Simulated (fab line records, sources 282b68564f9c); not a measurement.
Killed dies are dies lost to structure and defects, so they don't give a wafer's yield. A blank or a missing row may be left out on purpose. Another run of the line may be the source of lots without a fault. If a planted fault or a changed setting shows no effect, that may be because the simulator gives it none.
fab line records	flow ritCmos
record lots=5	wafers=15	lastDay=7
route steps=202 shown ACTIVE@13 FOX1@20 FOX2@23
lots that met no fault: from a run of the same line without faults
startH: start of the lot's first displayed wafer, in hours after the record's first day	waitH: time in hours since the lot's previous step	" as in the row above	L1.1+2: one row covering several wafers at once	- no value, or no start was given	* or withheld: withheld	< > ~ a bound
route shown NAME@n: a module of which the file shows steps, and the number in the route of the first	usual: mean/standard deviation taken from wafers without a fault	same: alike in all rows	chamber/n: place in a boat	sites: the reading at each site	_std_site: the standard deviation of these	_edge_site: mean of outer sites minus mean of inner sites	radiusMm: how far each site lies from the wafer's centre	mask NAME#n: copy n	behind: tool/chamber where the wafer was last shaped	hold: why the lot went on hold/how many hours it stayed there/how the hold came to an end	device: the transistor (n, p or np) that didn't switch	end of line: tests of these same wafers at the route's end	a step given without rows: its recipe and nothing more	killed: dies lost to structure and defects at the first sort, not the wafer's yield	map: dies across one wafer; x = killed, . = not, _ = none there
set.NAME: the run value of the setting; set.NAME@STEP: its run value at that earlier step	model.NAME: the simulator's own value behind a step, which no gauge read
certain route steps with their lots: each step a table, each wafer a row
services: a tool's chamber out of use, with start hour (startH, from the record's first day; less than 0 if before it), hours out, and reason
## steps
# step RIT_ACTIVE_HARDBAKE_12
# recipe resist=NOVOLAK	tempC=140	timeS=60
lot.wafer	tool	chamber	startH	waitH
L075.1+2+3	lithoTrack-01	0	19.68	0.1
L085.1+2+3	lithoTrack-03	0	69.56	0.1
L089.1+4+6	lithoTrack-01	0	89.68	0.1
L094.2+5+6	lithoTrack-03	0	115.51	0.1
L097.3+4+5	lithoTrack-01	0	129.73	0.1
# step RIT_ACTIVE_ETCH_13
# recipe stopOn=SiO2	chemistry=SF6	target=Si3N4	timeS=210	overEtchFrac=0.4	SF6_flow_sccm=200	pressureMtorr=260	rfW=125	targetDepthA=2100
# usual drypumpMotorCurrentA=5.8/0.43	oesProductAu=0.822/0.012	throttleValvePct=7.47/0.11
lot.wafer	tool	chamber	startH	waitH	drypumpMotorCurrentA	oesProductAu	rfHoursCounterH	throttleValvePct
L075.1	rieDiel-02	1	19.83	0.1	5.7	0.811	109	7.58
L075.2	"	3	"	"	6.5	0.845	151	7.66
L075.3	"	0	"	"	6.7	0.809	63	7.34
L085.1	rieDiel-01	3	69.71	0.1	5.8	0.807	131	7.32
L085.2	"	0	"	"	5.4	0.813	74	7.51
L085.3	"	1	"	"	5.3	0.820	147	7.57
L089.1	rieDiel-04	1	89.83	0.1	5.5	0.815	33	7.51
L089.4	"	0	"	"	5.7	0.808	131	7.35
L089.6	"	0	"	"	5.7	0.821	-	7.34
L094.2	rieDiel-04	3	115.63	0.1	6.0	0.825	4	7.51
L094.5	"	3	"	"	6.0	0.822	-	7.51
L094.6	"	1	"	"	5.5	0.820	-	7.51
L097.3	rieDiel-02	3	129.83	0.1	6.5	0.841	153	7.65
L097.4	"	3	"	"	6.5	0.839	-	7.65
L097.5	"	1	"	"	5.7	0.821	-	7.59
# step RIT_ACTIVE_STRIP_14
# recipe chemistry=O2	timeS=180	resist=NOVOLAK	platenTempC=withheld	powerW=500	pressureMtorr=4000	o2FlowSccm=4000
# usual drypumpMotorCurrentA=5.8/0.54
lot.wafer	tool	chamber	startH	waitH	drypumpMotorCurrentA	rfHoursCounterH
L075.1	plasmaAsher-02	0	19.97	0.1	6.1	38
L075.2	"	1	"	"	4.9	38
L075.3	"	1	"	"	4.9	-
L085.1	plasmaAsher-04	0	69.84	0.1	5.8	44
L085.2	"	1	"	"	6.5	44
L085.3	"	1	"	"	6.5	-
L089.1	plasmaAsher-04	0	89.97	0.1	5.8	47
L089.4	"	1	"	"	6.5	-
L089.6	"	0	"	"	5.8	-
L094.2	plasmaAsher-01	1	115.77	0.1	5.9	49
L094.5	"	0	"	"	5.2	-
L094.6	"	1	"	"	5.9	-
L097.3	plasmaAsher-04	1	130.03	0.1	6.5	-
L097.4	"	0	"	"	5.8	-
L097.5	"	1	"	"	6.5	-
# step RIT_ACTIVE_CD_MEAS_90
# recipe targetCdNm=1400
# usual cdNm=1400.9/1.8
lot.wafer	tool	chamber	startH	waitH	cdNm
L075.1	cdSem-01	-	20.14	0.1	1400.8
L075.2	"	-	"	"	1399.7
L075.3	"	-	"	"	1400.2
L085.1	cdSem-02	-	70.02	0.1	1402.5
L085.2	"	-	"	"	1399.8
L085.3	"	-	"	"	1401.0
L089.1	cdSem-02	-	90.14	0.1	1401.0
L089.4	"	-	"	"	1399.5
L089.6	"	-	"	"	1398.3
L094.2	cdSem-01	-	115.96	0.1	1398.8
L094.5	"	-	"	"	1401.5
L094.6	"	-	"	"	1400.2
L097.3	cdSem-02	-	130.18	0.1	1400.3
L097.4	"	-	"	"	1402.3
L097.5	"	-	"	"	1402.8
# step RIT_ACTIVE_CLEAN_15
# recipe chemistry=SC1	mix=3:3:50	timeS=600	tempC=75
lot.wafer	tool	chamber	startH	waitH
L075.1+2+3	wetBench-04	3	20.26	0.1
L085.1+2+3	wetBench-01	0	70.14	0.1
L089.1+4+6	wetBench-04	0	90.26	0.1
L094.2+5+6	wetBench-01	2	116.06	0.1
L097.3+4+5	wetBench-03	2	130.26	0.1
# step RIT_ACTIVE_CLEAN_16
# recipe chemistry=dHF	dilution=50:1	timeS=30
lot.wafer	tool	chamber	startH	waitH
L075.1+2+3	wetBench-01	0	20.44	0.0
L085.1+2+3	wetBench-04	3	70.33	0.0
L089.1+4+6	wetBench-01	0	90.44	0.0
L094.2+5+6	wetBench-04	1	116.27	0.0
L097.3+4+5	wetBench-04	0	130.45	0.0
# step RIT_ACTIVE_CLEAN_17
# recipe chemistry=SC2	mix=3:3:50	timeS=600	tempC=75	dry=n2Spin
lot.wafer	tool	chamber	startH	waitH
L075.1+2+3	wetBench-03	1	20.45	0.0
L085.1+2+3	wetBench-03	0	70.35	0.0
L089.1+4+6	wetBench-03	2	90.45	0.0
L094.2+5+6	wetBench-01	0	116.29	0.0
L097.3+4+5	wetBench-03	1	130.47	0.0
# step RIT_FOX1_OXIDATION_00
# recipe tempC=1100	ambient=H2O	targetThkA=3507	pH2oTorr=720	oxTimeS=1130
# usual tubeCenterTempC=1100/0.1
lot.wafer	tool	chamber	startH	waitH	tubeCenterTempC
L075.1	furnace-02	0	20.86	0.2	1100.1
L075.2	"	0	"	"	1099.9
L075.3	"	0	"	"	1099.9
L085.1	furnace-02	0	70.52	0.0	1100.1
L085.2	"	0	"	"	1100.1
L085.3	"	0	"	"	1100
L089.1	furnace-02	0	91.06	0.4	1100.1
L089.4	"	0	"	"	1100
L089.6	"	0	"	"	1100.1
L094.2	furnace-01	0	116.50	0.0	1100.1
L094.5	"	0	"	"	1099.9
L094.6	"	0	"	"	1099.9
L097.3	furnace-03	0	132.00	1.3	1100
L097.4	"	0	"	"	1100.1
L097.5	"	0	"	"	1100
# step RIT_FOX1_THK_MEAS_01
# recipe reads=SiO2_of_FOX1_OXIDATION_00
# usual FOX1_OXIDE_THK=352/7.4
lot.wafer	tool	chamber	startH	waitH	FOX1_OXIDE_THK[nm]
L075.1	filmMetro-04	-	22.17	0.0	345
L075.2	"	-	"	"	342
L075.3	"	-	"	"	343
L085.1	filmMetro-01	-	71.84	0.0	363
L085.2	"	-	"	"	362
L085.3	"	-	"	"	355
L089.1	filmMetro-01	-	92.38	0.0	356
L089.4	"	-	"	"	358
L089.6	"	-	"	"	354
L094.2	filmMetro-03	-	117.82	0.0	358
L094.5	"	-	"	"	358
L094.6	"	-	"	"	359
L097.3	filmMetro-04	-	133.33	0.0	353
L097.4	"	-	"	"	359
L097.5	"	-	"	"	359
# step RIT_FOX1_WET_ETCH_02
# recipe chemistry=BOE	targetDepthNm=350	timeS=390	tempC=21.5	dry=n2Spin	dilution=10:1	target=SiO2
lot.wafer	tool	chamber	startH	waitH
L075.1+2+3	wetBench-04	1	22.23	0.1
L085.1+2+3	wetBench-04	3	71.90	0.1
L089.1+4+6	wetBench-04	3	92.44	0.1
L094.2+5+6	wetBench-02	3	117.87	0.0
L097.3+4+5	wetBench-02	3	133.37	0.0
# step RIT_FOX2_OXIDATION_00
# recipe tempC=1100	ambient=H2O	targetThkA=3507	pH2oTorr=720	oxTimeS=1130
# usual tubeCenterTempC=1100/0.089
lot.wafer	tool	chamber	startH	waitH	tubeCenterTempC
L075.1	furnace-04	0	22.35	0.0	1099.9
L075.2	"	0	"	"	1100
L075.3	"	0	"	"	1100.1
L085.1	furnace-03	0	72.02	0.0	1100
L085.2	"	0	"	"	1100
L085.3	"	0	"	"	1100.2
L089.1	furnace-04	0	92.55	0.0	1099.9
L089.4	"	0	"	"	1100.1
L089.6	"	0	"	"	1099.9
L094.2	furnace-04	0	117.99	0.0	1100.1
L094.5	"	0	"	"	1100.1
L094.6	"	0	"	"	1100.1
L097.3	furnace-03	0	133.49	0.0	1099.9
L097.4	"	0	"	"	1100.2
L097.5	"	0	"	"	1099.9
# step RIT_FOX2_THK_MEAS_01
# recipe reads=SiO2_of_FOX2_OXIDATION_00
# usual FOX2_OXIDE_THK=352/5.7
lot.wafer	tool	chamber	startH	waitH	FOX2_OXIDE_THK[nm]
L075.1	filmMetro-02	-	23.66	0.0	354
L075.2	"	-	"	"	359
L075.3	"	-	"	"	358
L085.1	filmMetro-01	-	73.34	0.0	357
L085.2	"	-	"	"	352
L085.3	"	-	"	"	355
L089.1	filmMetro-03	-	93.87	0.0	352
L089.4	"	-	"	"	344
L089.6	"	-	"	"	356
L094.2	filmMetro-03	-	119.31	0.0	360
L094.5	"	-	"	"	361
L094.6	"	-	"	"	359
L097.3	filmMetro-02	-	134.83	0.0	357
L097.4	"	-	"	"	351
L097.5	"	-	"	"	355
# step RIT_FOX2_CLEAN_02
# recipe chemistry=dHF	dilution=50:1	timeS=180
lot.wafer	tool	chamber	startH	waitH
L075.1+2+3	wetBench-03	0	23.72	0.1
L085.1+2+3	wetBench-02	3	73.40	0.1
L089.1+4+6	wetBench-02	0	93.93	0.1
L094.2+5+6	wetBench-03	0	119.36	0.0
L097.3+4+5	wetBench-02	2	134.87	0.0
# step RIT_FOX2_WET_ETCH_03
# recipe chemistry=H3PO4	target=Si3N4	targetDepthNm=195	tempC=165	timeS=2700
lot.wafer	tool	chamber	startH	waitH
L075.1+2+3	wetBench-02	0	23.78	0.0
L085.1+2+3	wetBench-02	0	73.46	0.0
L089.1+4+6	wetBench-02	2	93.98	0.0
L094.2+5+6	wetBench-04	3	119.42	0.0
L097.3+4+5	wetBench-03	1	134.92	0.0
## services
tool	chamber	startH	hours	kind
furnace-01	-	2.26	7.2	repair
rieDiel-04	1	2.89	15.9	repair
rieDiel-02	1	21.44	2.9	repair
rieDiel-01	3	45.19	7.3	repair
rieDiel-04	-	48.42	15.2	repair
rieDiel-01	2	58.00	3.0	repair
rieDiel-04	0	83.70	4.1	repair
furnace-01	-	85.35	3.3	pm
furnace-04	-	93.87	4.0	pm
rieDiel-02	2	95.63	-	clean
rieDiel-02	2	95.63	36.7	scheduledDown
rieDiel-02	2	95.63	36.7	ventCycle
furnace-02	-	104.22	4.5	pm
rieDiel-04	2	104.53	-	clean
rieDiel-04	2	104.53	24.1	scheduledDown
rieDiel-04	2	104.53	24.1	ventCycle
plasmaAsher-02	-	108.75	9.0	pm
furnace-04	-	109.31	3.3	pm
rieDiel-02	1	115.91	2.9	repair
plasmaAsher-02	-	120.17	14.6	pm
furnace-03	-	124.37	3.1	pm
furnace-03	-	124.80	1.1	repair
rieDiel-02	3	132.35	-	clean
rieDiel-02	3	132.35	18.6	scheduledDown
## key
fault none
